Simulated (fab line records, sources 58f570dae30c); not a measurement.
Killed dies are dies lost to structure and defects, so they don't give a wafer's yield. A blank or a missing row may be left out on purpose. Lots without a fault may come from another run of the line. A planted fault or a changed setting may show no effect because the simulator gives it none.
fab line records | flow berkeley_cmos170
record lots=6 wafers=18 last_day=12
route steps=331 shown NLDD@159 SPACER@171 PSD@175
lots that met no fault: from a run of the same line without faults
start_h: hours from the record's first day to the start of the lot's first wafer shown | wait_h: hours since the lot's step before | " the same as in the row above | L1.1+2: a row that stands for several wafers | - no value, or no start given | * or withheld: withheld | < > ~ a bound
route shown NAME@n: a module of which the file shows steps, and the number in the route of the first | usual: mean/standard deviation of fault-free wafers | same: alike in all rows | chamber/n: place in a boat | sites: the reading at each site | _std_site: their standard deviation | _edge_site: outer sites' mean less inner sites' | radius_mm: how far each site lies from the wafer's centre | mask NAME#n: copy n | behind: the tool/chamber that last shaped the wafer | hold: why the lot was held/for how many hours/how that ended | device: the transistor (n, p or np) that didn't switch | end of line: the same wafers' tests at the end of the route | a step without rows: its recipe alone | killed: dies lost to structure and defects at the first sort, not the wafer's yield | map: a wafer's dies, x killed, . not, _ none there
set.NAME: the setting as run; set.NAME@STEP: as run at that earlier step | model.NAME: the simulator's own value behind a step, which no gauge read
lots at some steps of the route; a table a step, a row a wafer
services: from which hour (start_h, from the record's first day; less than 0 if before it) a tool's chamber was out of use, for how many hours, and why
## steps
# step UCB170_NLDD_COAT_01
# recipe resist=KrF spin_rpm=1500 resist_thk_nm=900
# step UCB170_NLDD_SOFTBAKE_02
# recipe resist=KrF temp_c=130 time_s=60
# step UCB170_NLDD_EXPOSE_03
# recipe mask_id=NSELECT na=0.5 sigma_outer=0.6 source_shape=conventional target_cd_nm=1200 dose_mj=30
# step UCB170_NLDD_PEB_04
# recipe peb_temp_c=130 peb_time_s=withheld resist=KrF
# step UCB170_NLDD_DEVELOP_05
# recipe developer=TMAH develop_time_s=45 resist=KrF dev_temp_c=21
# step UCB170_NLDD_CD_MEAS_06
# recipe target_cd_nm=1200
# usual cd_nm=1199.9/1.3
# columns lot.wafer tool chamber start_h wait_h cd_nm
L294.2 cd_sem-02 - 141.68 - 1199.0
L294.4 " - " " 1198.8
L294.6 " - " " 1200.4
L296.1 cd_sem-01 - 161.17 - 1199.0
L296.3 " - " " 1200.5
L296.5 " - " " 1199.0
L303.1 cd_sem-02 - 209.93 - 1203.1
L303.5 " - " " 1201.1
L303.6 " - " " 1201.1
L306.2 cd_sem-01 - 213.35 - 1200.4
L306.5 " - " " 1199.9
L306.6 " - " " 1198.7
L309.1 cd_sem-02 - 240.45 - 1199.1
L309.2 " - " " 1198.7
L309.5 " - " " 1198.3
L312.1 cd_sem-02 - 240.57 - 1200.4
L312.2 " - " " 1198.4
L312.6 " - " " 1199.1
# step UCB170_NLDD_OVL_MEAS_07
# usual NLDD_OVL=-2/5.5
# columns lot.wafer tool chamber start_h wait_h NLDD_OVL[nm]
L294.2 overlay-02 - 141.79 0.1 -3
L294.4 " - " " 1
L294.6 " - " " -4
L296.1 overlay-01 - 161.31 0.1 -10
L296.3 " - " " -2
L296.5 " - " " -3
L303.1 overlay-02 - 210.05 0.1 -3
L303.5 " - " " -1
L303.6 " - " " -5
L306.2 overlay-02 - 213.45 0.1 -2
L306.5 " - " " 5
L306.6 " - " " 1
L309.1 overlay-01 - 240.57 0.1 3
L309.2 " - " " -12
L309.5 " - " " -8
L312.1 overlay-02 - 240.69 0.1 -9
L312.2 " - " " -1
L312.6 " - " " -4
# step UCB170_NLDD_IMPLANT_08
# recipe species=As dose_cm2=4.926e+13 energy_kev=30 tilt_deg=7 rotation_deg=0
# step UCB170_NLDD_IMPLANT_09
# recipe species=As dose_cm2=5e+13 energy_kev=30 tilt_deg=7 rotation_deg=180
# step UCB170_NLDD_STRIP_10
# recipe chemistry=O2 power_w=400 pressure_mtorr=3500 platen_temp_c=withheld o2_flow_sccm=400 overash_fraction=0.5
# usual drypump_motor_current_A=5.7/0.59 oes_product_au=0.735/0.0046 strip_time_to_endpoint_s=21.64/0.063
# columns lot.wafer tool chamber start_h wait_h drypump_motor_current_A oes_product_au rf_hours_counter_h strip_time_to_endpoint_s
L294.2 plasma_asher-02 1 142.12 0.1 5.4 0.721 39 21.62
L294.4 " 0 " " 5.2 0.738 - 21.65
L294.6 " 0 " " 5.2 0.738 - 21.63
L296.1 plasma_asher-01 0 161.64 0.1 4.9 0.736 48 21.67
L296.3 " 1 " " 6.6 0.736 - 21.67
L296.5 " 0 " " 5.0 0.730 - 21.72
L303.1 plasma_asher-03 1 210.39 0.1 6.0 0.735 44 21.60
L303.5 " 1 " " 6.0 0.729 - 21.69
L303.6 " 0 " " 6.3 0.729 - 21.66
L306.2 plasma_asher-02 0 213.78 0.1 5.2 0.724 46 21.60
L306.5 " 1 " " 5.4 0.743 - 21.73
L306.6 " 0 " " 5.2 0.740 - 21.72
L309.1 plasma_asher-02 0 240.91 0.1 5.2 0.738 49 21.62
L309.2 " 1 " " 5.4 0.737 49 21.57
L309.5 " 1 " " 5.4 0.736 - 21.59
L312.1 plasma_asher-03 0 241.03 0.1 6.2 0.729 47 21.61
L312.2 " 1 " " 6.0 0.734 47 21.60
L312.6 " 0 " " 6.2 0.728 - 21.53
# step UCB170_NLDD_TW_MEAS_11
# usual NLDD_TW=2229/19
# columns lot.wafer tool chamber start_h wait_h NLDD_TW
L294.2 film_metro-01 - 142.23 0.1 2203
L294.4 " - " " 2205
L294.6 " - " " 2208
L296.1 film_metro-03 - 161.74 0.1 2217
L296.3 " - " " 2217
L296.5 " - " " 2232
L303.1 film_metro-01 - 210.49 0.1 2210
L303.5 " - " " 2195
L303.6 " - " " 2219
L306.2 film_metro-01 - 213.89 0.1 2206
L306.5 " - " " 2210
L306.6 " - " " 2206
L309.1 film_metro-01 - 241.01 0.1 2206
L309.2 " - " " 2209
L309.5 " - " " 2203
L312.1 film_metro-03 - 241.13 0.1 2246
L312.2 " - " " 2246
L312.6 " - " " 2234
# step UCB170_NLDD_CLEAN_12
# recipe chemistry=SPM temp_c=120 time_s=600
# step UCB170_SPACER_CVD_00
# recipe material=SiO2 target_thk_nm=376 temp_c=390 precursor=TEOS/O2 time_s=47 rf_w=550 pressure_mtorr=9000
# usual heater_power_w=255/51 rf_fwd_power_W=545.1/1.7 susceptor_temp_C=389.99/0.22
# columns lot.wafer tool chamber start_h wait_h heater_power_w rf_fwd_power_W susceptor_temp_C model.SiO2_of_SPACER_CVD_00.thk_nm
L294.2 pecvd-04 0 142.45 0.0 271 548.7 390.25 368.8
L294.4 " 0 " " 274 546.8 390.21 375.1
L294.6 " 1 " " 249 544.3 389.80 380.5
L296.1 pecvd-02 0 161.98 0.0 245 545.5 389.83 372.7
L296.3 " 1 " " 212 548.3 389.81 377.3
L296.5 " 0 " " 265 547.6 390.00 380.8
L303.1 pecvd-04 0 210.72 0.0 190 764.4 389.72 416.1
L303.5 " 1 " " 235 545.4 390.16 384.9
L303.6 " 2 " " 264 543.0 389.83 389.2
L306.2 pecvd-04 0 214.12 0.0 194 764.7 390.32 408.7
L306.5 " 0 " " 204 764.8 390.17 417.2
L306.6 " 2 " " 228 545.3 389.49 383.7
L309.1 pecvd-03 1 241.32 0.0 158 544.8 390.05 374.8
L309.2 " 0 " " 210 544.0 389.85 368.4
L309.5 " 0 " " 224 544.6 389.65 375.3
L312.1 pecvd-02 0 241.40 0.0 281 544.3 389.85 368.1
L312.2 " 2 " " 365 545.3 389.93 367.4
L312.6 " 2 " " 377 543.5 390.07 373.2
# step UCB170_SPACER_THK_MEAS_01
# recipe reads=SiO2_of_SPACER_CVD_00
# usual SPACER_TEOS_THK=376/4.4
# columns lot.wafer tool chamber start_h wait_h SPACER_TEOS_THK[nm]
L294.2 film_metro-04 - 142.51 0.0 369
L294.4 " - " " 375
L294.6 " - " " 380
L296.1 film_metro-02 - 162.02 0.0 373
L296.3 " - " " 377
L296.5 " - " " 380
L303.1 film_metro-02 - 210.76 0.0 416
L303.5 " - " " 385
L303.6 " - " " 390
L306.2 film_metro-03 - 214.17 0.0 409
L306.5 " - " " 417
L306.6 " - " " 384
L309.1 film_metro-03 - 241.36 0.0 375
L309.2 " - " " 368
L309.5 " - " " 375
L312.1 film_metro-02 - 241.44 0.0 368
L312.2 " - " " 367
L312.6 " - " " 373
# step UCB170_SPACER_ANNEAL_02
# recipe temp_c=900 time_s=1800 ambient=N2
# step UCB170_SPACER_ETCHBACK_03
# recipe stop_on=Si target=SiO2 chemistry=CHF3/CF4/Ar CHF3_flow_sccm=50 cf4_flow_sccm=10 Ar_flow_sccm=120 pressure_mtorr=200 rf_w=500 target_depth_a=3760 time_s=100
# usual drypump_motor_current_A=5.56/0.25 oes_product_au=0.900/0.016 throttle_valve_pct=6.50/0.12
# columns lot.wafer tool chamber start_h wait_h drypump_motor_current_A oes_product_au rf_hours_counter_h throttle_valve_pct model.etch.depth_nm
L294.2 rie_diel-02 3 145.72 0.0 5.78 0.876 9 6.28 368.8
L294.4 " 2 " " 5.05 0.910 64 6.41 375.1
L294.6 " 0 " " 5.43 0.932 - 6.62 380.5
L296.1 rie_diel-04 0 167.53 0.0 5.60 0.893 19 6.47 372.7
L296.3 " 2 " " 5.86 0.886 66 6.58 377.3
L296.5 " 1 " " 5.61 0.882 - 6.65 380.8
L303.1 rie_diel-02 2 216.32 0.0 5.06 0.975 67 6.41 416.1
L303.5 " 0 " " 5.43 0.942 - 6.63 384.9
L303.6 " 1 " " 5.61 0.928 - 6.56 389.2
L306.2 rie_diel-02 2 216.40 0.1 5.04 0.974 67 6.43 408.7
L306.5 " 1 " " 5.66 0.970 - 6.57 417.2
L306.6 " 2 " " 5.07 0.922 - 6.40 383.7
L309.1 rie_diel-02 3 244.22 0.1 5.80 0.900 13 6.27 374.8
L309.2 " 1 " " 5.64 0.887 9 6.57 368.4
L309.5 " 1 " " 5.62 0.898 - 6.57 375.3
L312.1 rie_diel-04 1 244.22 0.1 5.59 0.868 137 6.64 368.1
L312.2 " 0 " " 5.54 0.884 23 6.48 367.4
L312.6 " 0 " " 5.55 0.894 - 6.49 373.2
# step UCB170_PSD_HMDS_00
# recipe prime_time_s=60 prime_temp_c=100
## services
# columns tool chamber start_h hours kind
rie_diel-04 1 131.45 6.1 repair
pecvd-02 - 135.50 14.0 pm
pecvd-02 0 135.50 14.0 vent_cycle
pecvd-02 1 135.50 14.0 vent_cycle
pecvd-02 2 135.50 14.0 vent_cycle
pecvd-03 0 145.26 4.6 repair
pecvd-02 0 149.50 - clean
pecvd-02 1 149.50 - clean
pecvd-02 2 149.50 - clean
plasma_asher-02 - 150.46 2.8 pm
rie_diel-02 3 154.08 1.4 repair
rie_diel-04 3 158.59 4.3 repair
pecvd-02 0 162.10 16.5 repair
pecvd-02 - 177.55 1.5 repair
rie_diel-02 2 178.29 4.7 repair
pecvd-04 1 181.66 6.1 repair
pecvd-02 - 200.75 14.6 pm
pecvd-03 - 203.72 0.6 repair
rie_diel-02 3 216.03 5.9 repair
plasma_asher-03 - 219.91 0.7 repair
## key
first_sign step=UCB170_SPACER_CVD_00 reading=rf_fwd_power_W direction=up sigmas=99+ usual=545.1 struck=764.7
effect step=UCB170_SPACER_THK_MEAS_01 reading=SPACER_TEOS_THK direction=up sigmas=8.7 usual=376 struck=414
effect step=UCB170_SPACER_ETCHBACK_03 reading=oes_product_au direction=up sigmas=4.5 usual=0.900 struck=0.973
model_effect step=UCB170_SPACER_CVD_00 value=SiO2_of_SPACER_CVD_00.thk_nm without=374.2 struck=414
model_effect step=UCB170_SPACER_ETCHBACK_03 value=etch.depth_nm without=374.2 struck=414
met_at UCB170_SPACER_CVD_00
struck_wafers L303.1,L306.2,L306.5
sort_left_out L303.1,L306.2,L306.5
tester_left_out L303,L306
onset_between 142.45 210.72
fault kind=process_parameter_drift tool=pecvd-04 chamber=0 onset_h=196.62 steps=UCB170_SPACER_CVD_00 channel=rf_w offset=220 shape=step end_h=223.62 acts_in=these_recipes_only stated=550
# tester_left_out: of these lots the tester's yield and bins aren't shown, on N5 and GAA mostly nor the transistor test; their killed dies are dies lost to structure and defects alone, not to doping, threshold or leakage, so they don't give the yield
# sort_left_out: the simulated sort isn't trusted on such a fault, so these wafers' sort isn't shown, and their yield isn't known
